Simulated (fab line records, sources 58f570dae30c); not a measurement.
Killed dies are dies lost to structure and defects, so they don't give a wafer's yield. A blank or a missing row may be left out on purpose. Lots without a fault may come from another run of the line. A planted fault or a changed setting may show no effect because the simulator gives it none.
Which tool did it? | flow berkeley_cmos170 | 14 lots, 42 wafers sampled, at 3 steps of a route of 331

WHAT THE GAUGES READ, wafer by wafer
UCB170_PLDD_TW_MEAS_11. Usual: PLDD_TW 1006, standard deviation 5.1.
lot  | measured     | on            | PLDD_TW        | flag
L973 | day 7 05:32  | film_metro-03 | 1000 1003 1001 |
L976 | day 7 12:05  | film_metro-04 | 1013 1011 1010 |
L975 | day 7 12:49  | film_metro-04 | 1018 1011 1017 |
L974 | day 7 13:09  | film_metro-02 | 1004 1006 1009 |
L977 | day 8 06:44  | film_metro-03 | 1001 1003 1006 |
L980 | day 8 16:11  | film_metro-04 | 1017 1017 1011 |
L984 | day 8 20:40  | film_metro-02 | 1006 1002 1005 |
L983 | day 8 20:56  | film_metro-02 | 992 999 996    |
L982 | day 8 21:40  | film_metro-02 | 1025 1027 1023 | OFF
L987 | day 10 03:47 | film_metro-03 | 1005 995 1000  |
L989 | day 10 17:17 | film_metro-03 | 1030 1024 1020 | OFF
L993 | day 11 08:22 | film_metro-03 | 1001 1001 1008 |
L995 | day 11 11:31 | film_metro-04 | 1011 1011 1009 |
L996 | day 12 11:16 | film_metro-03 | 1008 1008 1009 |

UCB170_SDANNEAL_RS_MEAS_04: measures by four-point-probe. Usual: PLDD_RS 1031.8 ohm/sq, standard deviation 2.8.
lot  | measured     | on            | PLDD_RS (ohm/sq)     | flag
L973 | day 7 19:14  | film_metro-02 | 1030.7 1032.6 1032.8 |
L976 | day 8 00:38  | film_metro-04 | 1032.7 1032.8 1031.5 |
L975 | day 8 00:49  | film_metro-03 | 1029.6 1032.4 1030.9 |
L974 | day 8 01:21  | film_metro-04 | 1030.1 1029.9 1031.7 |
L977 | day 8 23:46  | film_metro-02 | 1035.9 1038.9 1036.3 |
L980 | day 9 10:24  | film_metro-03 | 1028.7 1031.7 1033.4 |
L984 | day 9 10:43  | film_metro-04 | 1028.0 1029.7 1031.3 |
L983 | day 9 11:00  | film_metro-02 | 1032.6 1030.4 1030.5 |
L982 | day 9 11:16  | film_metro-04 | 966.2 966.6 966.5    | OFF
L987 | day 10 17:25 | film_metro-02 | 1036.7 1037.9 1039.8 |
L989 | day 11 07:20 | film_metro-03 | 972.6 971.1 973.0    | OFF
L993 | day 11 22:10 | film_metro-02 | 1030.7 1032.4 1029.4 |
L995 | day 11 22:44 | film_metro-02 | 1030.5 1036.5 1032.2 |
L996 | day 13 00:26 | film_metro-03 | 1033.0 1031.1 1031.4 |

WHICH TOOL RAN EACH LOT (tool, then ch and the chambers of the sampled wafers, then the start)
lot  | UCB170_PLDD_IMPLANT_08
L973 | implanter-03 ch 0, day 7 05:10
L976 | implanter-03 ch 0, day 7 11:43
L975 | implanter-04 ch 0, day 7 12:26
L974 | implanter-02 ch 0, day 7 12:47
L977 | implanter-03 ch 0, day 8 06:21
L980 | implanter-03 ch 0, day 8 15:49
L984 | implanter-02 ch 0, day 8 20:16
L983 | implanter-03 ch 0, day 8 20:33
L982 | implanter-03 ch 0, day 8 21:16
L987 | implanter-04 ch 0, day 10 03:23
L989 | implanter-03 ch 0, day 10 16:53
L993 | implanter-04 ch 0, day 11 07:59
L995 | implanter-04 ch 0, day 11 11:07
L996 | implanter-02 ch 0, day 12 10:52
- UCB170_PLDD_IMPLANT_08

WHAT THE TOOLS THEMSELVES READ (means of the sampled wafers that have a number; where no wafer has one, the mark that the record gives instead)
UCB170_PLDD_IMPLANT_08. Usual: dose_ions_cm2 4.999e+13, standard deviation 5.4e+10; faraday_current_uA 159, standard deviation 3.5.
lot  | tool         | dose_ions_cm2 | faraday_current_uA | flag
L973 | implanter-03 | 4.994e+13     | 159                |
L976 | implanter-03 | 4.997e+13     | 160                |
L975 | implanter-04 | 4.994e+13     | 156                |
L974 | implanter-02 | 5.006e+13     | 160                |
L977 | implanter-03 | 5.000e+13     | 161                |
L980 | implanter-03 | 4.999e+13     | 156                |
L984 | implanter-02 | 4.995e+13     | 161                |
L983 | implanter-03 | 5.000e+13     | 158                |
L982 | implanter-03 | 5.799e+13     | 185                | OFF
L987 | implanter-04 | 4.992e+13     | 159                |
L989 | implanter-03 | 5.801e+13     | 187                | OFF
L993 | implanter-04 | 4.995e+13     | 160                |
L995 | implanter-04 | 5.000e+13     | 158                |
L996 | implanter-02 | 5.005e+13     | 160                |

THE ANSWER, worked out from the rows above alone
Rule: a lot is off if the mean of its wafers that have a number lies more than 3 standard deviations from the usual mean. A lot without any number at a reading at which 4 lots or more have one is off too. The other lots that the step has rows for count as sound. The gauges are gone through in route order, then the tools' own readings, and for those a lot's mean is taken as printed above. The first step at which some lot is off is used, and at that step the reading that is off furthest; a lot without a number counts as furthest.
Off: L982, L989, at UCB170_PLDD_TW_MEAS_11 (PLDD_TW).
A tool fits if, at a process step before that reading, it ran every lot that is off, and no sound lot after the first of them. The gauges at UCB170_PLDD_TW_MEAS_11 aren't tried: what is off there is off at UCB170_PLDD_IMPLANT_08 too, on other tools, and a gauge's error can't cause that. One fits: implanter-03 at UCB170_PLDD_IMPLANT_08. Its last sound lot is L983 (day 8 20:33), its first lot that is off L982 (day 8 21:16): a fault that began between those two fits.
The tool's own readings at UCB170_PLDD_IMPLANT_08 bear it out: on the lots that are off they differ by more than 5 times the standard deviation of the sound lots' means. dose_ions_cm2 reads 5.800e+13 there against 4.998e+13 on the sound lots; faraday_current_uA reads 186 there against 159 on the sound lots.

WHAT THE SIMULATOR HAD PUT IN
Process parameter drift: implanter-03, from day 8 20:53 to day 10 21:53, at UCB170_PLDD_IMPLANT_08. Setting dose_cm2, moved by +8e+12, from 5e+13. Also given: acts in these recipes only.
Lots struck among those shown: L982, L989. The rule above found the same.
